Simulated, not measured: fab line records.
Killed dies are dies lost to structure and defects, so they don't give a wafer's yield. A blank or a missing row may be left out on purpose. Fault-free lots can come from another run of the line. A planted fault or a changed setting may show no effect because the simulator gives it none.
Which of the tools did it? -- flow berkeley cmos170 -- 42 wafers from 14 lots sampled at 5 of the route's 331 steps

WHAT THE GAUGES SHOWED, per wafer
UCB170_GATE_OVL_MEAS_13. Usual: GATE_OVL typically reads -1 nm, with standard deviation 5.8.
lot,measured,on,GATE_OVL (nm),flag
L510,day 6 23:41,overlay-01,9 7 -2,
L514,day 7 21:24,overlay-01,-1 5 10,
L511,day 7 21:40,overlay-02,7 0 1,
L512,day 7 21:57,overlay-01,-4 -3 0,
L513,day 7 22:05,overlay-02,-11 -10 -5,
L515,day 8 00:50,overlay-02,-6 -5 -4,
L516,day 8 01:08,overlay-01,4 -4 -2,
L523,day 9 10:11,overlay-02,7 6 5,
L524,day 9 22:02,overlay-02,-7 -11 -8,
L526,day 10 10:58,overlay-02,2 -5 -4,
L528,day 10 11:42,overlay-01,0 1 -7,
L529,day 10 11:59,overlay-01,-6 -7 -5,
L530,day 11 02:56,overlay-02,7 9 6,
L532,day 11 03:16,overlay-02,-1 1 4,

UCB170_NLDD_CD_MEAS_06: target cd 1200 nm. Usual: cd nm 1200.0 nm, standard deviation 1.2.
lot,measured,on,cd nm (nm),flag
L510,day 7 04:37,cd sem-02,1201.2 1201.2 1200.5,
L514,day 8 02:17,cd sem-01,1199.3 1197.8 1199.7,
L511,day 8 02:50,cd sem-02,1200.3 1198.9 1200.4,
L512,day 8 03:07,cd sem-02,1199.4 1200.0 1199.3,
L513,day 8 03:10,cd sem-01,1200.0 1199.7 1197.9,
L515,day 8 05:26,cd sem-01,1201.9 1201.8 1200.2,
L516,day 8 05:42,cd sem-01,1201.3 1200.5 1199.6,
L523,day 9 16:14,cd sem-02,1200.1 1199.1 1197.2,
L524,day 10 01:46,cd sem-02,1202.5 1201.9 1201.9,
L526,day 10 16:53,cd sem-01,1199.4 1200.1 1199.9,
L528,day 10 17:10,cd sem-02,1200.8 1200.3 1200.8,
L529,day 10 17:27,cd sem-02,1197.9 1197.5 1198.3,
L530,day 11 07:31,cd sem-02,1199.0 1198.9 1199.5,
L532,day 11 07:55,cd sem-01,1200.1 1198.4 1198.7,

UCB170_NSD_CD_MEAS_06: target cd 1200 nm. Usual: cd nm 1199.9 nm, standard deviation 1.5.
lot,measured,on,cd nm (nm),flag
L510,day 7 12:31,cd sem-02,1200.1 1199.5 1199.9,
L514,day 8 10:56,cd sem-01,1197.4 1199.9 1198.3,
L511,day 8 10:32,cd sem-02,1200.5 1200.9 1199.5,
L512,day 8 11:20,cd sem-02,1201.1 1198.9 1200.7,
L513,day 8 12:02,cd sem-01,1200.2 1201.1 1201.3,
L515,day 8 14:50,cd sem-01,1198.8 1198.4 1200.3,
L516,day 8 14:35,cd sem-02,1202.0 1200.6 1200.7,
L523,day 10 00:49,cd sem-01,1199.9 1199.6 1198.5,
L524,day 10 13:29,cd sem-02,1199.9 1200.1 1199.2,
L526,day 11 04:20,cd sem-01,1198.9 1198.9 1200.0,
L528,day 11 04:55,cd sem-02,1198.7 1199.8 1198.5,
L529,day 11 05:05,cd sem-01,1200.0 1200.9 1199.5,
L530,day 11 17:06,cd sem-02,1199.0 1199.6 1200.0,
L532,day 11 17:23,cd sem-02,1202.3 1202.4 1201.9,

UCB170_SDANNEAL_RS_MEAS_05: uses a four-point probe to measure. Usual: NLDD_RS typically reads 615.9 ohm/sq, with standard deviation 1.7.
lot,measured,on,NLDD_RS (ohm/sq),flag
L510,day 7 14:38,film metro-03,615.9 616.7 615.4,
L514,day 8 13:26,film metro-02,620.0 620.6 619.5,
L511,day 8 13:01,film metro-01,616.7 616.9 615.6,
L512,day 8 13:55,film metro-03,613.8 615.4 614.6,
L513,day 8 14:32,film metro-02,619.4 617.3 620.1,
L515,day 8 16:56,film metro-01,615.7 614.7 616.2,
L516,day 8 16:28,film metro-02,615.2 615.5 614.2,
L523,day 10 02:46,film metro-01,608.1 608.0 606.5,OFF
L524,day 10 16:02,film metro-02,608.6 608.1 609.1,OFF
L526,day 11 06:27,film metro-03,613.3 612.8 614.3,
L528,day 11 06:51,film metro-01,614.3 613.5 616.1,
L529,day 11 07:18,film metro-02,616.2 616.2 615.9,
L530,day 11 19:20,film metro-03,615.2 614.6 615.7,
L532,day 11 19:46,film metro-01,615.7 614.6 615.8,

WHICH TOOL RAN EACH LOT (tool, then ch and the chambers of the sampled wafers, then the start)
lot,UCB170_NLDD_IMPLANT_08
L510,"implanter-03 ch 0, day 7 04:46"
L514,"implanter-02 ch 0, day 8 02:26"
L511,"implanter-03 ch 0, day 8 02:59"
L512,"implanter-01 ch 0, day 8 03:17"
L513,"implanter-03 ch 0, day 8 03:19"
L515,"implanter-02 ch 0, day 8 05:36"
L516,"implanter-03 ch 0, day 8 05:52"
L523,"implanter-02 ch 0, day 9 16:24"
L524,"implanter-02 ch 0, day 10 01:56"
L526,"implanter-01 ch 0, day 10 17:02"
L528,"implanter-03 ch 0, day 10 17:20"
L529,"implanter-01 ch 0, day 10 17:37"
L530,"implanter-01 ch 0, day 11 07:40"
L532,"implanter-01 ch 0, day 11 08:04"
- UCB170_NLDD_IMPLANT_08

AS READ BY THE TOOLS THEMSELVES (means over the sampled wafers that have a number; for cases with no such wafer, the mark the record gives instead)
UCB170_NLDD_IMPLANT_08. Usual: faraday current uA 159, standard deviation 3.3; tilt deg 6.999 degrees, standard deviation 0.022.
lot,tool,faraday current uA,tilt deg (degrees),flag
L510,implanter-03,158,6.983,
L514,implanter-02,160,7.020,
L511,implanter-03,162,7.001,
L512,implanter-01,160,6.998,
L513,implanter-03,160,6.986,
L515,implanter-02,159,7.002,
L516,implanter-03,159,7.003,
L523,implanter-02,157,5.795,OFF
L524,implanter-02,159,5.858,OFF
L526,implanter-01,156,7.012,
L528,implanter-03,158,6.999,
L529,implanter-01,158,7.006,
L530,implanter-01,161,6.967,
L532,implanter-01,159,7.008,

THE ANSWER, worked out from the rows above alone
Rule: a lot counts as off when the mean over its wafers that have a number is more than 3 standard deviations away from the usual mean. Also off: a lot with no number at a reading for which 4 or more lots have one. The other lots that the step has rows for count as sound. First the gauges in route order, then the tools' own readings, where a lot's mean is used as printed above. The first step at which some lot is off is used, and at that step the reading that is off furthest; a lot without a number counts as furthest.
Off: L523, L524, seen at UCB170_SDANNEAL_RS_MEAS_05 (NLDD_RS).
A tool fits if, at a process step before that reading, it ran every lot that is off, and no sound lot after the first of them. The gauges at UCB170_SDANNEAL_RS_MEAS_05 aren't tried: what is off there is off at UCB170_NLDD_IMPLANT_08 too, on other tools, and a gauge's error can't cause that. One fits: implanter-02 at UCB170_NLDD_IMPLANT_08. Its last sound lot is L515 (day 8 05:36), its first lot that is off L523 (day 9 16:24): a fault that began between those two fits.
The tool's own readings at UCB170_NLDD_IMPLANT_08 bear it out: on the lots that are off they differ by more than 5 times the standard deviation of the sound lots' means. tilt deg reads 5.826 degrees there against 6.999 degrees on the sound lots.

WHAT HAD BEEN PUT IN BY THE SIMULATOR
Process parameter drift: implanter-02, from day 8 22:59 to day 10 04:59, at UCB170_NLDD_IMPLANT_08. Setting tilt deg, moved by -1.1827, from 7. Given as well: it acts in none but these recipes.
Struck lots among those shown: L523, L524. The same result came from the rule above.
